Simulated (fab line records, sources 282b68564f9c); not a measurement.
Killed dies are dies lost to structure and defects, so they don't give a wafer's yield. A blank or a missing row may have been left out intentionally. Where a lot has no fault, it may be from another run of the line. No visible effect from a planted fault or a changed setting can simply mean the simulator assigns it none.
Which tool is to blame?    flow rit cmos    Sampling: 14 lots, 42 wafers, 2 of 202 route steps

## WHAT THE GAUGES SHOWED, per wafer
No reading from a measuring or inspecting step in the record can be judged against a usual standard deviation.

## WHICH TOOL RAN EACH LOT (tool, then ch and the chambers of the sampled wafers, then the start)
lot   RIT_M1_METAL_ETCH_12              RIT_M1_PROBE_99
L585  rie metal-02 ch 0,1, day 3 10:30  prober-02, day 3 12:46
L586  rie metal-01 ch 0,1, day 3 17:10  prober-01, day 3 19:29
L589  rie metal-01 ch 0,1, day 4 07:40  prober-01, day 4 09:59
L590  rie metal-03 ch 0,1, day 4 14:27  prober-02, day 4 16:46
L591  rie metal-02 ch 0,1, day 4 16:16  prober-01, day 4 18:32
L592  rie metal-01 ch 0,1, day 4 21:11  prober-02, day 4 23:29
L593  rie metal-03 ch 0,1, day 5 05:23  prober-01, day 5 07:42
L594  rie metal-02 ch 0,1, day 5 14:14  prober-02, day 5 16:29
L595  rie metal-01 ch 0,1, day 5 15:42  prober-02, day 5 17:59
L598  rie metal-01 ch 0,1, day 6 06:28  prober-02, day 6 08:43
L601  rie metal-01 ch 0,1, day 6 19:23  prober-01, day 6 21:38
L604  rie metal-03 ch 0, day 7 09:42    prober-02, day 7 12:07
L605  rie metal-02 ch 0,1, day 7 15:55  prober-01, day 7 18:10
L607  rie metal-03 ch 0,1, day 7 23:05  prober-01, day 8 01:25
- RIT_M1_METAL_ETCH_12: etches Al in Cl2/BCl3, stops on SiO2, time 165 s, target depth 600 nm.
- RIT_M1_PROBE_99

## AS READ BY THE TOOLS THEMSELVES (means over the sampled wafers that have a number; for cases with no such wafer, the mark the record gives instead)
RIT_M1_METAL_ETCH_12. Usual: drypump motor current A 5.7 A, standard deviation 0.38; oes product au 0.777 a.u., standard deviation 0.014; run length s 193.30 s, standard deviation 0.27; throttle valve pct 8.28 %, standard deviation 0.07.
lot   tool          drypump motor current A (A)  oes product au (a.u.)  run length s (s)  throttle valve pct (%)  flag
L585  rie metal-02  5.9                          0.778                  193.13            8.24                    
L586  rie metal-01  5.3                          0.783                  193.48            8.32                    
L589  rie metal-01  5.3                          0.791                  193.59            8.30                    
L590  rie metal-03  5.7                          0.776                  193.52            8.34                    
L591  rie metal-02  5.9                          0.783                  193.24            8.24                    
L592  rie metal-01  5.3                          0.785                  193.64            8.31                    
L593  rie metal-03  6.0                          0.777                  193.41            8.31                    
L594  rie metal-02  5.7                          0.772                  193.23            8.20                    
L595  rie metal-01  5.3                          0.786                  193.50            8.32                    
L598  rie metal-01  5.3                          0.798                  189.51            8.29                    OFF
L601  rie metal-01  5.4                          0.797                  189.51            8.30                    OFF
L604  rie metal-03  6.2                          0.764                  193.24            8.29                    
L605  rie metal-02  5.7                          0.789                  193.35            8.19                    
L607  rie metal-03  5.7                          0.777                  193.43            8.34                    

RIT_M1_PROBE_99. Usual: defect limited yield 97.3 %, standard deviation 1.1; killed_at_M0_to_M3 0.0, standard deviation 0.12; killed at contacts 0.1, standard deviation 0.34; killed at front end 7.0, standard deviation 2.9; killed dies 7.2, standard deviation 2.9; killed open 3.6, standard deviation 1.9; killed short 3.5, standard deviation 2.1; sort_bin_3_pad_short 0.1 %, standard deviation 0.23; sort_bin_5_function 1.6 %, standard deviation 0.73; sort_bin_6_memory 1.0 %, standard deviation 0.67; sort n pass 256.8, standard deviation 2.9; sort yield pct 97.3 %, standard deviation 1.1.
lot   tool       defect limited yield (%)  killed_at_M0_to_M3  killed at contacts  killed at front end  killed dies  killed open  killed short  sort_bin_3_pad_short (%)  sort_bin_5_function (%)  sort_bin_6_memory (%)  sort n pass  sort yield pct (%)  flag
L585  prober-02  96.6                      0.0                 0.0                 9.0                  9.0          4.0          5.0           0.4                       1.9                      1.1                    255.0        96.6                
L586  prober-01  97.1                      0.0                 0.0                 7.7                  7.7          4.3          3.3           0.0                       1.8                      1.1                    256.3        97.1                
L589  prober-01  97.1                      0.0                 0.0                 7.7                  7.7          3.3          4.3           0.4                       1.1                      1.4                    256.3        97.1                
L590  prober-02  97.0                      0.0                 1.0                 7.0                  8.0          5.3          2.7           0.1                       1.5                      1.4                    256.0        97.0                
L591  prober-01  97.1                      0.0                 0.0                 7.7                  7.7          2.7          5.0           0.4                       1.5                      1.0                    256.3        97.1                
L592  prober-02  97.7                      0.0                 0.0                 6.0                  6.0          3.7          2.3           0.1                       1.1                      1.0                    258.0        97.7                
L593  prober-01  97.1                      0.0                 0.0                 7.7                  7.7          4.7          3.0           0.3                       1.5                      1.2                    256.3        97.1                
L594  prober-02  97.9                      0.0                 0.0                 5.7                  5.7          3.0          2.7           0.0                       1.8                      0.4                    258.3        97.9                
L595  prober-02  96.3                      0.0                 0.3                 9.3                  9.7          4.3          5.0           0.1                       2.1                      1.4                    254.3        96.3                
L598  prober-02  97.8                      0.0                 0.0                 5.7                  5.7          4.7          1.0           0.0                       1.2                      0.9                    258.3        97.8                
L601  prober-01  96.4                      0.0                 0.0                 9.7                  9.7          4.7          5.0           0.0                       2.0                      1.7                    254.3        96.4                
L604  prober-02  96.6                      0.3                 0.0                 8.7                  9.0          4.3          4.3           0.3                       2.4                      0.8                    255.0        96.6                
L605  prober-01  97.9                      0.0                 0.3                 5.3                  5.7          3.7          2.0           0.0                       1.4                      0.8                    258.3        97.9                
L607  prober-01  98.2                      0.0                 0.0                 4.7                  4.7          3.3          1.0           0.0                       1.4                      0.4                    259.3        98.2                

## THE ANSWER, worked out from the rows above alone
Rule: a lot is off if the mean of its wafers that have a number lies more than 3 standard deviations from the usual mean. A lot without any number at a reading at which 4 lots or more have one is off too. All remaining lots with rows at the step are treated as sound. First the gauges in route order, then the tools' own readings, where a lot's mean is used as printed above. At the first step where some lot is off, the reading lying furthest off is the one used; lots without a number count as furthest.
Off: L598, L601, at RIT_M1_METAL_ETCH_12 (run length s).
If a tool, at that step or one of the process steps before it, ran each lot that is off and ran no sound lot following the first of them, it fits. One fits: rie metal-01 at RIT_M1_METAL_ETCH_12. Its last sound lot is L595 (day 5 15:42), its first lot that is off L598 (day 6 06:28): a fault that began between those two fits.
On the lots that are off, the tool's own readings at RIT_M1_METAL_ETCH_12 differ by more than 5 times the standard deviation of the sound lots' means, which bears it out; run length s reads 189.51 s there versus 193.40 s on the sound lots.

## WHAT WAS PUT IN BY THE SIMULATOR
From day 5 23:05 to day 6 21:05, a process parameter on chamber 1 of rie metal-01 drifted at RIT_M1_METAL_ETCH_12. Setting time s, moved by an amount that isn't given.
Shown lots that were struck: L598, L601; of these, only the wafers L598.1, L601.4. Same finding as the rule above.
